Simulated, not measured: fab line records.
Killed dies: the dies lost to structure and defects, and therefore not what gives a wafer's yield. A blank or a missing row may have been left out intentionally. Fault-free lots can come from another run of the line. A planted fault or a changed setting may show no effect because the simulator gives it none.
Which tool was responsible? | flow ritCmos | 13 lots, 39 wafers sampled, at 3 steps of a route of 202

== WHAT THE GAUGES SHOWED, per wafer ==
RIT_NRETRO_TW_MEAS_10.
lot  | measured    | on           | NRETRO_TW
L815 | day 2 07:38 | filmMetro-04 | 1045 1053 1049
L816 | day 2 12:23 | filmMetro-03 | 1066 1072 1068
L817 | day 2 17:35 | filmMetro-04 | 1051 1046 1049
L821 | day 3 18:03 | filmMetro-04 | 1042 1046 1047
L822 | day 3 21:29 | filmMetro-02 | 1050 1042 1050
L823 | day 4 00:02 | filmMetro-02 | 1058 1059 1058
L824 | day 4 08:17 | filmMetro-02 | 31 31 31
L829 | day 5 09:30 | filmMetro-02 | 1053 1049 1047
L830 | day 5 12:13 | filmMetro-04 | 1047 1044 1043
L834 | day 6 15:28 | filmMetro-04 | 1048 1044 1047
L835 | day 6 21:35 | filmMetro-02 | 1054 1052 1059
L836 | day 7 02:34 | filmMetro-02 | 1052 1056 1053
L838 | day 7 14:15 | filmMetro-03 | 1058 1060 1059

RIT_PRETRO_TW_MEAS_10.
lot  | measured    | on           | PRETRO_TW
L815 | day 2 09:19 | filmMetro-04 | 474 473 471
L816 | day 2 13:56 | filmMetro-02 | 475 475 478
L817 | day 2 19:08 | filmMetro-01 | 468 471 468
L821 | day 3 19:43 | filmMetro-01 | 465 464 467
L822 | day 3 23:18 | filmMetro-01 | 468 465 465
L823 | day 4 01:44 | filmMetro-02 | 476 474 478
L824 | day 4 09:50 | filmMetro-01 | 61 54 58
L829 | day 5 11:03 | filmMetro-02 | 474 476 476
L830 | day 5 13:46 | filmMetro-01 | 467 465 467
L834 | day 6 17:09 | filmMetro-01 | 468 469 467
L835 | day 6 23:08 | filmMetro-02 | 478 476 478
L836 | day 7 04:14 | filmMetro-04 | 473 471 474
L838 | day 7 15:48 | filmMetro-01 | 468 464 465

== EACH LOT AND THE TOOL THAT RAN IT (in order: tool; ch and the chambers of the sampled wafers; start) ==
lot  | RIT_NWELL_STRIP_09
L815 | plasmaAsher-01 ch 0,1, day 1 22:17
L816 | plasmaAsher-04 ch 0,1, day 2 03:17
L817 | plasmaAsher-04 ch 0, day 2 07:49
L821 | plasmaAsher-04 ch 0,1, day 3 08:58
L822 | plasmaAsher-04 ch 0,1, day 3 11:33
L823 | plasmaAsher-03 ch 0,1, day 3 14:52
L824 | plasmaAsher-03 ch 0,1, day 3 23:26
L829 | plasmaAsher-01 ch 0,1, day 4 23:46
L830 | plasmaAsher-04 ch 0,1, day 5 03:37
L834 | plasmaAsher-03 ch 0,1, day 6 02:46
L835 | plasmaAsher-01 ch 0,1, day 6 08:52
L836 | plasmaAsher-03 ch 0,1, day 6 14:26
L838 | plasmaAsher-01 ch 0,1, day 7 03:49
- RIT_NWELL_STRIP_09: strips in O2, time 180 s.

== AS READ BY THE TOOLS THEMSELVES (means over the sampled wafers that have a number; for cases with no such wafer, the mark the record gives instead) ==
RIT_NWELL_STRIP_09.
lot  | tool           | drypumpMotorCurrentA (A) | runLengthS (s)
L815 | plasmaAsher-01 | 5.2                      | 207.8
L816 | plasmaAsher-04 | 5.9                      | 208.2
L817 | plasmaAsher-04 | 5.8                      | 208.4
L821 | plasmaAsher-04 | 5.9                      | 208.3
L822 | plasmaAsher-04 | 5.8                      | 208.4
L823 | plasmaAsher-03 | 6.1                      | 208.3
L824 | plasmaAsher-03 | 6.2                      | 72.7
L829 | plasmaAsher-01 | 5.1                      | 208.0
L830 | plasmaAsher-04 | 5.9                      | 208.0
L834 | plasmaAsher-03 | 6.1                      | 208.5
L835 | plasmaAsher-01 | 5.6                      | 208.2
L836 | plasmaAsher-03 | 6.1                      | 208.4
L838 | plasmaAsher-01 | 5.1                      | 207.9

== THE ANSWER, worked out from the rows above alone ==
Rule: what is usual is taken from the lots themselves. Put in order of their means at a reading, lots are off if they are a third of the lots or fewer, leave a main group of 4 or more, and stand apart from it by a gap of 3 or more times the standard deviation of the main group's means; of several such gaps the widest counts. A main group is skipped when, at the precision printed for the reading in the tables above, its means are all equal. A lot without any number at a reading at which 4 lots or more have one is off too. The other lots that the step has rows for count as sound. Order of review: gauges by route order, followed by the tools' own readings, for which a lot's mean as printed above is used. The first step at which some lot is off is used, and at that step the reading that is off furthest; a lot without a number counts as furthest.
Off: L824, seen at RIT_NRETRO_TW_MEAS_10 (NRETRO_TW). The main group has a mean of 1052 with a standard deviation of 6.8.
A tool fits if, at a process step before that reading, it ran every lot that is off, and no sound lot after the first of them. Not tried: the gauges at RIT_NRETRO_TW_MEAS_10; whatever is off there is also off at RIT_PRETRO_TW_MEAS_10, on other tools, and gauge error can't account for it. Of those tried, none fits.

== WHAT THE SIMULATOR HAD INSERTED ==
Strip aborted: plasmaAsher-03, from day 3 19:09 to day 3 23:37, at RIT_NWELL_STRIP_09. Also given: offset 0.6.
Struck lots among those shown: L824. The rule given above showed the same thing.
